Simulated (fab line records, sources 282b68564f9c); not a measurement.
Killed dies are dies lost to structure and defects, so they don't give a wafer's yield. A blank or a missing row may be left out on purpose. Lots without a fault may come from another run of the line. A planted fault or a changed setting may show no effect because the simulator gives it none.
fab line records | flow rit_cmos
record lots=6 wafers=18 last_day=7
route steps=202 shown NLDD@103 PLDD@114 SPACER@125 NSD@131 PSD@142 M1@202
lots that met no fault: from a run of the same line without faults
start_h: hours from the record's first day to the start of the lot's first wafer shown | wait_h: hours since the lot's step before | " the same as in the row above | L1.1+2: a row that stands for several wafers | - no value, or no start given | * or withheld: withheld | < > ~ a bound
route shown NAME@n: a module of which the file shows steps, and the number in the route of the first | usual: mean/standard deviation of fault-free wafers | same: alike in all rows | chamber/n: place in a boat | sites: the reading at each site | _std_site: their standard deviation | _edge_site: outer sites' mean less inner sites' | radius_mm: how far each site lies from the wafer's centre | mask NAME#n: copy n | behind: the tool/chamber that last shaped the wafer | hold: why the lot was held/for how many hours/how that ended | device: the transistor (n, p or np) that didn't switch | end of line: the same wafers' tests at the end of the route | a step without rows: its recipe alone | killed: dies lost to structure and defects at the first sort, not the wafer's yield | map: a wafer's dies, x killed, . not, _ none there
set.NAME: the setting as run; set.NAME@STEP: as run at that earlier step | model.NAME: the simulator's own value behind a step, which no gauge read
lots at some steps of the route; a table a step, a row a wafer
services: from which hour (start_h, from the record's first day; less than 0 if before it) a tool's chamber was out of use, for how many hours, and why
## steps
# step RIT_NLDD_HMDS_00
# recipe prime_time_s=60 prime_temp_c=140
# step RIT_NLDD_COAT_01
# recipe resist=NOVOLAK spin_rpm=3250 resist_thk_nm=1000
# step RIT_NLDD_SOFTBAKE_02
# recipe resist=NOVOLAK temp_c=90 time_s=60
# step RIT_NLDD_EXPOSE_03
# recipe mask_id=M7 na=0.57 target_cd_nm=40700 dose_mj=250
# step RIT_NLDD_PEB_04
# recipe resist=NOVOLAK temp_c=withheld time_s=withheld
# step RIT_NLDD_DEVELOP_05
# recipe resist=NOVOLAK develop_time_s=50 dev_temp_c=23
# step RIT_NLDD_OVL_MEAS_06
# usual NLDD_OVL=1.4/1.3
# columns lot.wafer tool chamber start_h wait_h NLDD_OVL[nm]
L770.1 overlay-02 - 76.83 - 1.2
L770.4 " - " " 2.6
L770.6 " - " " 1.0
L771.3 overlay-01 - 81.48 - 0.5
L771.4 " - " " 2.4
L771.6 " - " " 2.6
L772.2 overlay-02 - 86.86 - 3.3
L772.4 " - " " 0.1
L772.5 " - " " 1.6
L785.1 overlay-02 - 149.85 - 3.0
L785.4 " - " " 2.6
L785.5 " - " " 4.2
L786.2 overlay-02 - 156.65 - 2.0
L786.3 " - " " 0.5
L786.6 " - " " 1.0
L787.2 overlay-01 - 161.78 - 0.3
L787.5 " - " " 0.3
L787.6 " - " " -0.7
# step RIT_NLDD_HARDBAKE_07
# recipe resist=NOVOLAK temp_c=140 time_s=60
# step RIT_NLDD_IMPLANT_08
# recipe species=P energy_kev=20 dose_cm2=5e+14 tilt_deg=7
# step RIT_NLDD_STRIP_09
# recipe chemistry=O2 time_s=180 resist=NOVOLAK platen_temp_c=withheld power_w=500 pressure_mtorr=4000 o2_flow_sccm=4000
# usual chamber_pressure_mTorr=4000.1/3 drypump_motor_current_A=5.7/0.33
# columns lot.wafer tool chamber start_h wait_h chamber_pressure_mTorr drypump_motor_current_A rf_hours_counter_h
L770.1 plasma_asher-03 0 77.17 0.1 4000.3 5.5 41
L770.4 " 0 " " 4003.6 5.5 -
L770.6 " 1 " " 4000.4 6.0 -
L771.3 plasma_asher-03 1 81.87 0.1 4003.6 6.0 -
L771.4 " 0 " " 4000.1 5.5 -
L771.6 " 1 " " 4000.8 6.0 -
L772.2 plasma_asher-04 0 87.19 0.1 4003.3 5.5 30
L772.4 " 0 " " 3994.6 5.6 -
L772.5 " 0 " " 4005.5 5.5 -
L785.1 plasma_asher-03 0 150.19 0.1 4001.0 5.5 50
L785.4 " 1 " " 3998.6 6.0 -
L785.5 " 1 " " 4001.3 6.0 -
L786.2 plasma_asher-04 1 156.98 0.1 3999.9 6.1 38
L786.3 " 0 " " 3996.8 5.5 -
L786.6 " 0 " " 4003.9 5.5 -
L787.2 plasma_asher-03 1 162.11 0.1 4001.0 6.0 51
L787.5 " 1 " " 3998.8 6.0 -
L787.6 " 0 " " 3994.5 5.5 -
# step RIT_NLDD_TW_MEAS_10
# usual NLDD_TW=2505/11
# columns lot.wafer tool chamber start_h wait_h NLDD_TW
L770.1 film_metro-03 - 77.34 0.1 2506
L770.4 " - " " 2499
L770.6 " - " " 2506
L771.3 film_metro-02 - 82.00 0.1 2495
L771.4 " - " " 2486
L771.6 " - " " 2485
L772.2 film_metro-04 - 87.38 0.1 2509
L772.4 " - " " 2493
L772.5 " - " " 2515
L785.1 film_metro-03 - 150.36 0.1 2487
L785.4 " - " " 2487
L785.5 " - " " 2496
L786.2 film_metro-02 - 157.16 0.1 2492
L786.3 " - " " 2502
L786.6 " - " " 2505
L787.2 film_metro-03 - 162.29 0.1 2510
L787.5 " - " " 2497
L787.6 " - " " 2500
# step RIT_PLDD_HMDS_00
# recipe prime_time_s=60 prime_temp_c=140
# step RIT_PLDD_COAT_01
# recipe resist=NOVOLAK spin_rpm=3250 resist_thk_nm=1000
# usual chill_plate_temp_C=23.02/0.092 dispense_pressure_kPa=50.1/2.9
# columns lot.wafer tool chamber start_h wait_h chill_plate_temp_C dispense_pressure_kPa
L770.1 litho_track-01 0 77.69 0.1 23.19 54.2
L770.4 " 0 " " 23.17 54.2
L770.6 " 0 " " 23.05 54.2
L771.3 litho_track-01 - 82.26 0.1 - -
L771.4 " - " " - -
L771.6 " - " " - -
L772.2 litho_track-04 - 87.66 0.1 - -
L772.4 " - " " - -
L772.5 " - " " - -
L785.1 litho_track-02 0 150.57 0.1 22.84 48.2
L785.4 " 0 " " 23.12 48.2
L785.5 " 0 " " 22.83 48.1
L786.2 litho_track-04 0 157.42 0.1 23.14 47.9
L786.3 " 0 " " 22.98 47.9
L786.6 " 0 " " 23.01 47.8
L787.2 litho_track-01 0 162.52 0.1 22.99 54.2
L787.5 " 0 " " 23.10 54.2
L787.6 " 0 " " 22.93 54.2
# step RIT_PLDD_SOFTBAKE_02
# recipe resist=NOVOLAK temp_c=90 time_s=60
# step RIT_PLDD_EXPOSE_03
# recipe mask_id=M8 na=0.57 target_cd_nm=40900 dose_mj=250
# step RIT_PLDD_PEB_04
# recipe resist=NOVOLAK temp_c=withheld time_s=withheld
# step RIT_PLDD_DEVELOP_05
# recipe resist=NOVOLAK develop_time_s=50 dev_temp_c=23
# step RIT_PLDD_OVL_MEAS_06
# usual PLDD_OVL=-0.8/1.5
# columns lot.wafer tool chamber start_h wait_h PLDD_OVL[nm]
L770.1 overlay-02 - 78.55 - 1.2
L770.4 " - " " 0.0
L770.6 " - " " -0.3
L771.3 overlay-01 - 83.15 - -
L771.4 " - " " -
L771.6 " - " " -
L772.2 overlay-01 - 88.47 - -
L772.4 " - " " -
L772.5 " - " " -
L785.1 overlay-01 - 151.40 - -1.5
L785.4 " - " " -0.7
L785.5 " - " " 0.1
L786.2 overlay-02 - 158.10 - 2.2
L786.3 " - " " 0.3
L786.6 " - " " -0.3
L787.2 overlay-01 - 163.32 - 0.2
L787.5 " - " " 1.0
L787.6 " - " " -0.9
# step RIT_PLDD_HARDBAKE_07
# recipe resist=NOVOLAK temp_c=140 time_s=60
# step RIT_PLDD_IMPLANT_08
# recipe species=BF2 energy_kev=20 dose_cm2=9e+14 tilt_deg=7
# step RIT_PLDD_STRIP_09
# recipe chemistry=O2 time_s=180 resist=NOVOLAK platen_temp_c=withheld power_w=500 pressure_mtorr=4000 o2_flow_sccm=4000
# usual chamber_pressure_mTorr=4000/3.8 drypump_motor_current_A=5.7/0.38
# columns lot.wafer tool chamber start_h wait_h chamber_pressure_mTorr drypump_motor_current_A rf_hours_counter_h
L770.1 plasma_asher-02 0 78.88 0.1 4000 5.1 44
L770.4 " 1 " " 3994 6.0 -
L770.6 " 1 " " 4001 6.0 -
L771.3 plasma_asher-04 0 83.82 0.1 3999 5.5 -
L771.4 " 1 " " 3995 6.1 -
L771.6 " 0 " " 3998 5.6 -
L772.2 plasma_asher-02 0 88.80 0.1 4009 5.2 45
L772.4 " 0 " " 3994 5.2 -
L772.5 " 0 " " 4003 5.2 -
L785.1 plasma_asher-01 0 151.73 0.1 4005 5.3 3
L785.4 " 0 " " 4000 5.3 -
L785.5 " 1 " " 4009 5.5 -
L786.2 plasma_asher-01 0 158.43 0.1 4006 5.3 4
L786.3 " 1 " " 4004 5.5 -
L786.6 " 1 " " 4007 5.5 -
L787.2 plasma_asher-02 0 163.65 0.1 3998 5.1 54
L787.5 " 1 " " 4007 6.0 -
L787.6 " 0 " " 3997 5.1 -
# step RIT_PLDD_TW_MEAS_10
# usual PLDD_TW=2363/11
# columns lot.wafer tool chamber start_h wait_h PLDD_TW
L770.1 film_metro-02 - 79.06 0.1 2348
L770.4 " - " " 2350
L770.6 " - " " 2364
L771.3 film_metro-03 - 83.96 0.1 2365
L771.4 " - " " 2368
L771.6 " - " " 2368
L772.2 film_metro-02 - 88.98 0.1 2342
L772.4 " - " " 2352
L772.5 " - " " 2354
L785.1 film_metro-02 - 151.91 0.1 2358
L785.4 " - " " 2363
L785.5 " - " " 2369
L786.2 film_metro-03 - 158.62 0.1 2346
L786.3 " - " " 2354
L786.6 " - " " 2350
L787.2 film_metro-02 - 163.84 0.1 2362
L787.5 " - " " 2364
L787.6 " - " " 2364
# step RIT_SPACER_CLEAN_00
# recipe chemistry=SC1 mix=3:3:50 time_s=600 temp_c=75
# step RIT_SPACER_CLEAN_01
# recipe chemistry=dHF dilution=50:1 time_s=30
# step RIT_SPACER_CLEAN_02
# recipe chemistry=SC2 mix=3:3:50 time_s=600 temp_c=75 dry=n2_spin
# step RIT_SPACER_CVD_03
# recipe material=Si3N4 target_thk_nm=250 temp_c=810 precursor=SiH2Cl2/NH3 time_s=3300 pressure_mtorr=300 sih2cl2_flow_sccm=60 nh3_flow_sccm=150
# step RIT_SPACER_THK_MEAS_04
# recipe reads=Si3N4_of_SPACER_CVD_03
# usual SPACER_NITRIDE_THK=251.7/1.9
# columns lot.wafer tool chamber start_h wait_h SPACER_NITRIDE_THK[nm]
L770.1 film_metro-02 - 81.40 0.0 250.2
L770.4 " - " " 249.5
L770.6 " - " " 250.1
L771.3 film_metro-03 - 86.32 0.0 251.4
L771.4 " - " " 250.0
L771.6 " - " " 251.5
L772.2 film_metro-01 - 91.33 0.0 250.6
L772.4 " - " " 251.9
L772.5 " - " " 252.0
L785.1 film_metro-01 - 154.32 0.0 253.5
L785.4 " - " " 249.6
L785.5 " - " " 251.8
L786.2 film_metro-02 - 160.96 0.0 251.1
L786.3 " - " " 251.6
L786.6 " - " " 251.8
L787.2 film_metro-01 - 166.22 0.0 249.5
L787.5 " - " " 250.0
L787.6 " - " " 250.4
# step RIT_SPACER_ETCHBACK_05
# recipe target_depth_a=2500 SF6_flow_sccm=30 CHF3_flow_sccm=30 target=Si3N4 chemistry=SF6/CHF3 pressure_mtorr=40 rf_w=250 time_s=240 stop_on=SiO2
# usual SF6_flow_sccm=30.00/0.09 chamber_pressure_mTorr=40.00/0.03 drypump_motor_current_A=5.7/0.4 oes_product_au=0.849/0.011 throttle_valve_pct=10.24/0.13
# columns lot.wafer tool chamber start_h wait_h SF6_flow_sccm chamber_pressure_mTorr drypump_motor_current_A oes_product_au rf_hours_counter_h throttle_valve_pct
L770.1 rie_diel-03 0 81.46 0.1 30.09 40.01 5.9 0.852 12 10.35
L770.4 " 3 " " 30.09 39.96 6.1 0.831 41 9.98
L770.6 " 1 " " 30.09 40.04 5.7 0.850 - 10.10
L771.3 rie_diel-04 2 86.36 0.0 29.92 39.99 6.0 0.838 0 10.29
L771.4 " 3 " " 30.05 39.97 6.7 0.857 - 10.18
L771.6 " 0 " " 30.03 40.04 5.7 0.848 - 10.26
L772.2 rie_diel-01 0 91.38 0.0 29.89 40.01 5.4 0.846 73 10.18
L772.4 " 1 " " 30.21 40.04 5.6 0.841 36 10.26
L772.5 " 3 " " 30.03 40.02 5.2 0.846 - 10.23
L785.1 rie_diel-01 0 154.38 0.1 30.18 39.99 5.4 0.864 74 10.17
L785.4 " 2 " " 29.95 40.01 5.3 0.828 10 10.39
L785.5 " 2 " " 29.94 39.99 5.3 0.835 - 10.39
L786.2 rie_diel-01 0 161.01 0.0 29.94 40.05 5.4 0.848 74 10.18
L786.3 " 3 " " 30.04 40.04 5.1 0.839 79 10.24
L786.6 " 0 " " 29.90 39.97 5.4 0.855 - 10.17
L787.2 rie_diel-03 2 166.27 0.0 29.82 39.98 6.1 0.856 30 10.25
L787.5 " 1 " " 29.90 40.00 5.7 0.861 - 10.07
L787.6 " 2 " " 29.82 40.04 6.1 0.854 - 10.26
# step RIT_NSD_HMDS_00
# recipe prime_time_s=60 prime_temp_c=140
# step RIT_NSD_COAT_01
# recipe resist=NOVOLAK spin_rpm=3250 resist_thk_nm=1000
# step RIT_NSD_SOFTBAKE_02
# recipe resist=NOVOLAK temp_c=90 time_s=60
# step RIT_NSD_EXPOSE_03
# recipe mask_id=M9 na=0.57 target_cd_nm=40700 dose_mj=250
# step RIT_NSD_PEB_04
# recipe resist=NOVOLAK temp_c=withheld time_s=withheld
# step RIT_NSD_DEVELOP_05
# recipe resist=NOVOLAK develop_time_s=50 dev_temp_c=23
# step RIT_NSD_OVL_MEAS_06
# usual NSD_OVL=0.1/1.3
# columns lot.wafer tool chamber start_h wait_h NSD_OVL[nm]
L770.1 overlay-01 - 82.46 - -1.4
L770.4 " - " " -1.4
L770.6 " - " " -1.0
L771.3 overlay-02 - 87.50 - -0.3
L771.4 " - " " -0.2
L771.6 " - " " -1.3
L772.2 overlay-01 - 92.38 - -0.4
L772.4 " - " " 0.9
L772.5 " - " " -1.1
L785.1 overlay-01 - 155.50 - 2.7
L785.4 " - " " 2.4
L785.5 " - " " 2.2
L786.2 overlay-02 - 162.14 - 1.4
L786.3 " - " " -0.2
L786.6 " - " " 0.5
L787.2 overlay-01 - 167.27 - 1.8
L787.5 " - " " 1.4
L787.6 " - " " 2.0
# step RIT_NSD_HARDBAKE_07
# recipe resist=NOVOLAK temp_c=140 time_s=60
# step RIT_NSD_IMPLANT_08
# recipe species=P energy_kev=25 dose_cm2=1e+15 tilt_deg=7
# step RIT_NSD_STRIP_09
# recipe chemistry=O2 time_s=180 resist=NOVOLAK platen_temp_c=withheld power_w=500 pressure_mtorr=4000 o2_flow_sccm=4000
# usual chamber_pressure_mTorr=4001/3.7 drypump_motor_current_A=5.67/0.28
# columns lot.wafer tool chamber start_h wait_h chamber_pressure_mTorr drypump_motor_current_A rf_hours_counter_h
L770.1 plasma_asher-04 0 82.81 0.1 3998 5.54 29
L770.4 " 0 " " 4000 5.52 -
L770.6 " 0 " " 4000 5.54 -
L771.3 plasma_asher-01 1 88.02 0.1 3999 5.51 -
L771.4 " 0 " " 4003 5.36 -
L771.6 " 0 " " 3995 5.36 -
L772.2 plasma_asher-04 1 92.71 0.1 4001 6.11 30
L772.4 " 1 " " 3996 6.10 -
L772.5 " 0 " " 3996 5.51 -
L785.1 plasma_asher-04 0 155.84 0.1 4001 5.53 38
L785.4 " 1 " " 4000 6.10 -
L785.5 " 1 " " 4000 6.09 -
L786.2 plasma_asher-01 0 162.47 0.1 3997 5.32 5
L786.3 " 1 " " 4001 5.51 -
L786.6 " 0 " " 4001 5.34 -
L787.2 plasma_asher-04 1 167.60 0.1 3991 6.12 39
L787.5 " 0 " " 4001 5.54 -
L787.6 " 1 " " 3999 6.09 -
# step RIT_NSD_TW_MEAS_10
# usual NSD_TW=3137/13
# columns lot.wafer tool chamber start_h wait_h NSD_TW
L770.1 film_metro-02 - 82.99 0.1 3119
L770.4 " - " " 3133
L770.6 " - " " 3142
L771.3 film_metro-03 - 88.16 0.1 3321
L771.4 " - " " 3321
L771.6 " - " " 3302
L772.2 film_metro-04 - 92.90 0.1 3327
L772.4 " - " " 3310
L772.5 " - " " 3310
L785.1 film_metro-04 - 156.01 0.1 3160
L785.4 " - " " 3151
L785.5 " - " " 3154
L786.2 film_metro-03 - 162.66 0.1 3146
L786.3 " - " " 3124
L786.6 " - " " 3141
L787.2 film_metro-02 - 167.79 0.1 3155
L787.5 " - " " 3138
L787.6 " - " " 3139
# step RIT_PSD_HMDS_00
# recipe prime_time_s=60 prime_temp_c=140
# step RIT_M1_PROBE_99
# usual killed_at_contacts=0.1/0.27 killed_at_front_end=7/3.1 killed_dies=7/3.1 killed_on_rim=1.8/1.5 killed_open=3.3/2.1 killed_short=3.5/2
# same gross_dies=264 killed_at_M0_to_M3=0 killed_at_M4_up=0 killed_at_back_side=0 killed_at_other=0
# columns lot.wafer tool chamber start_h wait_h killed_at_contacts killed_at_front_end killed_dies killed_on_rim killed_open killed_short
L770.1 prober-02 - 92.44 0.1 0 11 11 3 7 3
L770.4 prober-02 - 92.59 0.2 0 6 6 2 2 4
L770.6 prober-02 - 92.69 0.2 1 11 12 5 8 4
L771.3 prober-01 - 97.52 0.2 0 264 264 70 3 6
L771.4 prober-01 - 97.57 0.2 0 264 264 70 6 9
L771.6 prober-01 - 97.67 0.2 0 264 264 70 10 3
L772.2 prober-02 - 102.36 0.1 0 264 264 70 1 2
L772.4 prober-02 - 102.46 0.2 0 264 264 70 0 2
L772.5 prober-02 - 102.51 0.2 0 264 264 70 0 1
L785.1 prober-02 - 165.73 0.1 0 5 5 0 2 3
L785.4 prober-02 - 165.88 0.2 0 2 2 2 1 1
L785.5 prober-02 - 165.93 0.2 0 7 7 0 4 3
L786.2 prober-01 - 172.09 0.1 0 6 6 2 2 4
L786.3 prober-01 - 172.14 0.2 0 5 5 3 1 4
L786.6 prober-01 - 172.29 0.2 0 4 4 1 2 2
L787.2 prober-02 - 177.54 0.1 0 6 6 1 3 3
L787.5 prober-02 - 177.69 0.2 0 2 2 1 0 2
L787.6 prober-02 - 177.74 0.2 0 2 2 0 0 2
# killed by level:class
L770.1 FOX1:geometric_particle:open=3 GATE:geometric_particle:open=3 GATE:geometric_particle:short=2 SILICIDE:geometric_particle:short=1 SILICIDE:geometric_particle:open=1 NWELL:coat_microbubble_printed=1
L770.4 GATE:geometric_particle:short=2 FOX1:geometric_particle:short=1 FOX2:geometric_particle:open=1 GATE:geometric_particle:open=1 SPACER:geometric_particle:short=1
L770.6 GATE:geometric_particle:open=3 FOX2:geometric_particle:open=2 SPACER:geometric_particle:short=2 FOX2:geometric_particle:short=1 GATE:geometric_particle:short=1 REOX:geometric_particle:open=1 SILICIDE:geometric_particle:open=1 CONTACT:geometric_particle:open=1
L771.3 PLDD:area_expose=255 SPACER:geometric_particle:short=2 SILICIDE:geometric_particle:short=2 ACTIVE:geometric_particle:short=1 FOX1:geometric_particle:open=1 GATE:geometric_particle:open=1 REOX:geometric_particle:short=1 SILICIDE:geometric_particle:open=1
L771.4 PLDD:area_expose=249 GATE:geometric_particle:short=3 GATE:geometric_particle:open=2 REOX:geometric_particle:short=2 SILICIDE:geometric_particle:open=2 SILICIDE:geometric_particle:short=2 FOX1:geometric_particle:short=1 REOX:geometric_particle:open=1
L771.6 PLDD:area_expose=251 SILICIDE:geometric_particle:open=4 FOX1:geometric_particle:open=2 GATE:geometric_particle:open=2 SPACER:geometric_particle:open=2 FOX2:geometric_particle:short=1 GATE:geometric_particle:short=1 REOX:geometric_particle:short=1
L772.2 PLDD:area_expose=261 FOX2:geometric_particle:short=1 GATE:geometric_particle:short=1 SILICIDE:geometric_particle:open=1
L772.4 PLDD:area_expose=262 SILICIDE:geometric_particle:short=2
L772.5 PLDD:area_expose=263 FOX1:geometric_particle:short=1
L785.1 GATE:geometric_particle:short=2 FOX1:geometric_particle:open=1 GATE:geometric_particle:open=1 SPACER:geometric_particle:short=1
L785.4 FOX1:geometric_particle:open=1 SPACER:geometric_particle:short=1
L785.5 GATE:geometric_particle:open=4 GATE:geometric_particle:short=3
L786.2 GATE:geometric_particle:open=1 GATE:geometric_particle:short=1 REOX:geometric_particle:short=1 SPACER:geometric_particle:short=1 SILICIDE:geometric_particle:short=1 SILICIDE:geometric_particle:open=1
L786.3 FOX2:geometric_particle:short=2 FOX1:geometric_particle:short=1 GATE:geometric_particle:open=1 GATE:geometric_particle:short=1
L786.6 REOX:geometric_particle:open=1 REOX:geometric_particle:short=1 SILICIDE:geometric_particle:open=1 SILICIDE:geometric_particle:short=1
L787.2 GATE:geometric_particle:open=2 REOX:geometric_particle:short=2 FOX2:geometric_particle:open=1 GATE:geometric_particle:short=1
L787.5 FOX1:geometric_particle:short=1 GATE:geometric_particle:short=1
L787.6 FOX1:geometric_particle:short=1 GATE:geometric_particle:short=1
# map L771.3 (x killed, . not)
________xxxxxxx_______
_____xxxxxxxxxxxxx____
____xxxxxxxxxxxxxxx___
___xxxxxxxxxxxxxxxxx__
__xxxxxxxxxxxxxxxxxxx_
__xxxxxxxxxxxxxxxxxxx_
_xxxxxxxxxxxxxxxxxxxxx
_xxxxxxxxxxxxxxxxxxxxx
_xxxxxxxxxxxxxxxxxxxxx
_xxxxxxxxxxxxxxxxxxxxx
__xxxxxxxxxxxxxxxxxxx_
__xxxxxxxxxxxxxxxxxxx_
___xxxxxxxxxxxxxxxxx__
____xxxxxxxxxxxxxxx___
_____xxxxxxxxxxxxx____
________xxxxxxx_______
# map L772.2 (x killed, . not)
________xxxxxxx_______
_____xxxxxxxxxxxxx____
____xxxxxxxxxxxxxxx___
___xxxxxxxxxxxxxxxxx__
__xxxxxxxxxxxxxxxxxxx_
__xxxxxxxxxxxxxxxxxxx_
_xxxxxxxxxxxxxxxxxxxxx
_xxxxxxxxxxxxxxxxxxxxx
_xxxxxxxxxxxxxxxxxxxxx
_xxxxxxxxxxxxxxxxxxxxx
__xxxxxxxxxxxxxxxxxxx_
__xxxxxxxxxxxxxxxxxxx_
___xxxxxxxxxxxxxxxxx__
____xxxxxxxxxxxxxxx___
_____xxxxxxxxxxxxx____
________xxxxxxx_______
## services
# columns tool chamber start_h hours kind
rie_diel-04 2 63.02 - clean
rie_diel-04 2 63.02 15.6 scheduled_down
rie_diel-04 2 63.02 15.6 vent_cycle
rie_diel-01 3 63.98 7.8 repair
rie_diel-04 0 76.60 4.9 repair
rie_diel-04 1 82.63 4.9 repair
plasma_asher-01 - 103.58 5.6 repair
plasma_asher-01 - 109.20 9.0 pm
plasma_asher-01 0 109.20 9.0 vent_cycle
plasma_asher-01 1 109.20 9.0 vent_cycle
rie_diel-01 1 114.14 8.1 repair
plasma_asher-01 0 118.20 - clean
plasma_asher-01 1 118.20 - clean
plasma_asher-02 - 128.81 0.6 repair
plasma_asher-03 - 131.59 4.5 repair
rie_diel-04 - 145.20 1.9 repair
plasma_asher-03 - 163.29 0.5 repair
## key
first_sign step=RIT_PLDD_COAT_01 reading=tool_record direction=missing
effect step=RIT_PLDD_OVL_MEAS_06 reading=PLDD_OVL direction=missing
effect step=RIT_NSD_TW_MEAS_10 reading=NSD_TW direction=up sigmas=13 usual=3137 struck=3315
effect step=RIT_M1_PROBE_99 reading=killed_dies direction=up sigmas=83 usual=7 struck=264
more_kills_born_at RIT_PLDD_EXPOSE_03@iline_stepper-02=786 RIT_PLDD_EXPOSE_03@iline_stepper-01=755
met_at RIT_PLDD_COAT_01
struck_wafers L771.3,L771.4,L771.6,L772.2,L772.4,L772.5
tester_left_out L771,L772
onset_between 77.69 82.26
fault kind=skipped_step_whole tool=litho_track-01,litho_track-04 chamber=- onset_h=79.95 steps=RIT_PLDD_COAT_01 scope=struck_lots_only
# tester_left_out: of these lots the tester's yield and bins aren't shown, on N5 and GAA mostly nor the transistor test; their killed dies are dies lost to structure and defects alone, not to doping, threshold or leakage, so they don't give the yield
